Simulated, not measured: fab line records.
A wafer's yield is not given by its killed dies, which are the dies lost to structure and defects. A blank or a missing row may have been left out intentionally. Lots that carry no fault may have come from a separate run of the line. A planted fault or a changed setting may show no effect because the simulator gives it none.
Split-lot experiment / flow ritCmos / 23 wafers read from 5 lots, route of 202 steps

THE SPLIT ITSELF
At RIT_PLDD_IMPLANT_08, the setting energyKev was moved away from the recipe's 20 on 7 of the 23 wafers read, by -4.9% to +4.8%. This setting was run at the recipe's value on the other wafers.

The split's own step is where the reading is taken.

THE READING
implant.drpNm (the simulator's own value, which no gauge read), in nm, at RIT_PLDD_IMPLANT_08. No usual value for it is given in the file.

wafer=L074.2; tool, chamber at the split=implanter-02, 0; energyKev as run=19.01; against the recipe=-4.9%; implant.drpNm, nm=9.41; against lot-mates on the recipe=-0.342
wafer=L074.4; tool, chamber at the split=implanter-02, 0; energyKev as run=19.01; against the recipe=-4.9%; implant.drpNm, nm=9.41; against lot-mates on the recipe=-0.342
wafer=L074.3; tool, chamber at the split=implanter-02, 0; energyKev as run=20; against the recipe=recipe; implant.drpNm, nm=9.752; against lot-mates on the recipe=-
wafer=L074.5; tool, chamber at the split=implanter-02, 0; energyKev as run=20; against the recipe=recipe; implant.drpNm, nm=9.752; against lot-mates on the recipe=-
wafer=L074.6; tool, chamber at the split=implanter-02, 0; energyKev as run=20; against the recipe=recipe; implant.drpNm, nm=9.752; against lot-mates on the recipe=-
wafer=L076.1; tool, chamber at the split=implanter-03, 0; energyKev as run=20; against the recipe=recipe; implant.drpNm, nm=9.752; against lot-mates on the recipe=-
wafer=L076.2; tool, chamber at the split=implanter-03, 0; energyKev as run=20; against the recipe=recipe; implant.drpNm, nm=9.752; against lot-mates on the recipe=-
wafer=L076.3; tool, chamber at the split=implanter-03, 0; energyKev as run=20; against the recipe=recipe; implant.drpNm, nm=9.752; against lot-mates on the recipe=-
wafer=L076.4; tool, chamber at the split=implanter-03, 0; energyKev as run=20; against the recipe=recipe; implant.drpNm, nm=9.752; against lot-mates on the recipe=-
wafer=L076.6; tool, chamber at the split=implanter-03, 0; energyKev as run=20; against the recipe=recipe; implant.drpNm, nm=9.752; against lot-mates on the recipe=-
wafer=L077.1; tool, chamber at the split=implanter-01, 0; energyKev as run=20; against the recipe=recipe; implant.drpNm, nm=9.752; against lot-mates on the recipe=-
wafer=L077.2; tool, chamber at the split=implanter-01, 0; energyKev as run=20; against the recipe=recipe; implant.drpNm, nm=9.752; against lot-mates on the recipe=-
wafer=L077.5; tool, chamber at the split=implanter-01, 0; energyKev as run=20; against the recipe=recipe; implant.drpNm, nm=9.752; against lot-mates on the recipe=-
wafer=L077.3; tool, chamber at the split=implanter-01, 0; energyKev as run=20.96; against the recipe=+4.8%; implant.drpNm, nm=10.08; against lot-mates on the recipe=+0.328
wafer=L077.6; tool, chamber at the split=implanter-01, 0; energyKev as run=20.96; against the recipe=+4.8%; implant.drpNm, nm=10.08; against lot-mates on the recipe=+0.328
wafer=L082.2; tool, chamber at the split=implanter-01, 0; energyKev as run=19.55; against the recipe=-2.2%; implant.drpNm, nm=9.597; against lot-mates on the recipe=-0.155
wafer=L082.3; tool, chamber at the split=implanter-01, 0; energyKev as run=19.55; against the recipe=-2.2%; implant.drpNm, nm=9.597; against lot-mates on the recipe=-0.155
wafer=L082.6; tool, chamber at the split=implanter-01, 0; energyKev as run=19.55; against the recipe=-2.2%; implant.drpNm, nm=9.597; against lot-mates on the recipe=-0.155
wafer=L082.4; tool, chamber at the split=implanter-01, 0; energyKev as run=20; against the recipe=recipe; implant.drpNm, nm=9.752; against lot-mates on the recipe=-
wafer=L082.5; tool, chamber at the split=implanter-01, 0; energyKev as run=20; against the recipe=recipe; implant.drpNm, nm=9.752; against lot-mates on the recipe=-
wafer=L083.1; tool, chamber at the split=implanter-02, 0; energyKev as run=20; against the recipe=recipe; implant.drpNm, nm=9.752; against lot-mates on the recipe=-
wafer=L083.3; tool, chamber at the split=implanter-02, 0; energyKev as run=20; against the recipe=recipe; implant.drpNm, nm=9.752; against lot-mates on the recipe=-
wafer=L083.4; tool, chamber at the split=implanter-02, 0; energyKev as run=20; against the recipe=recipe; implant.drpNm, nm=9.752; against lot-mates on the recipe=-

THE FIT
A straight line over all 23 wafers: implant.drpNm changes by +0.0687 nm for each +1% of energyKev; r = +1.00; the points scatter about the line by 0.00072 nm.
The same after taking each lot's own level away (the mean of its wafers on the recipe; 23 wafers): +0.0687 nm for each +1%; r = +1.00; scatter 0.00072 nm.
That fit puts the effect of the largest move of energyKev on the reading at 0.34 nm.
The lots' own levels span 9.7520 to 9.7520 nm.
Consequently the slope shifts little with the lot-to-lot level, the two slopes agreeing.
Check: with one of the wafers moved furthest among these (-4.9%) left out of the fit, the line predicts -0.34 nm for it against its lot-mates. It came out at -0.342 nm against them.

OTHER SPLITS APPLIED TO THESE WAFERS
These wafers also went through other splits before the reading. Each is held against what the fit with the lots' levels taken away leaves over:
other split on the same wafers=RIT_ACTIVE_CVD_03 nh3FlowSccm; wafers away from the commonest value=18; r with implant.drpNm (lot level and that fit taken away)=+0.27
other split on the same wafers=RIT_ACTIVE_ETCH_13 rfW; wafers away from the commonest value=10; r with implant.drpNm (lot level and that fit taken away)=+0.32
other split on the same wafers=RIT_FOX1_WET_ETCH_02 timeS; wafers away from the commonest value=18; r with implant.drpNm (lot level and that fit taken away)=+0.17
other split on the same wafers=RIT_PWELL_COAT_01 resistThkNm; wafers away from the commonest value=7; r with implant.drpNm (lot level and that fit taken away)=-0.22
other split on the same wafers=RIT_PWELL_IMPLANT_08 energyKev; wafers away from the commonest value=8; r with implant.drpNm (lot level and that fit taken away)=-0.07
other split on the same wafers=RIT_PRETRO_SOFTBAKE_02 tempC; wafers away from the commonest value=11; r with implant.drpNm (lot level and that fit taken away)=+0.14
other split on the same wafers=RIT_PRETRO_IMPLANT_08 energyKev; wafers away from the commonest value=10; r with implant.drpNm (lot level and that fit taken away)=+0.26
other split on the same wafers=RIT_GATE_OXIDATION_05 tempC; wafers away from the commonest value=15; r with implant.drpNm (lot level and that fit taken away)=+0.08
other split on the same wafers=RIT_GATE_COAT_11 resistThkNm; wafers away from the commonest value=8; r with implant.drpNm (lot level and that fit taken away)=-0.37
other split on the same wafers=RIT_GATE_DEVELOP_15 developTimeS; wafers away from the commonest value=10; r with implant.drpNm (lot level and that fit taken away)=-0.19
other split on the same wafers=RIT_REOX_OXIDATION_03 oxTimeS; wafers away from the commonest value=18; r with implant.drpNm (lot level and that fit taken away)=+0.31

THE WHOLE CHAIN: every reading that the file lists as answering this split, in the file's order
step=RIT_PLDD_IMPLANT_08; what it does=; reading=implant.rpNm (the simulator's own value, which no gauge read); change (the file's fit)=+0.136 nm for each +1% of the setting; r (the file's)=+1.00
step=RIT_PLDD_IMPLANT_08; what it does=; reading=implant.drpNm (the simulator's own value, which no gauge read); change (the file's fit)=+0.0685 nm for each +1% of the setting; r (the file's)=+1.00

FILE'S OWN FIT
implant.drpNm changes by +0.0685 nm for each +1% of energyKev, r = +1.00.
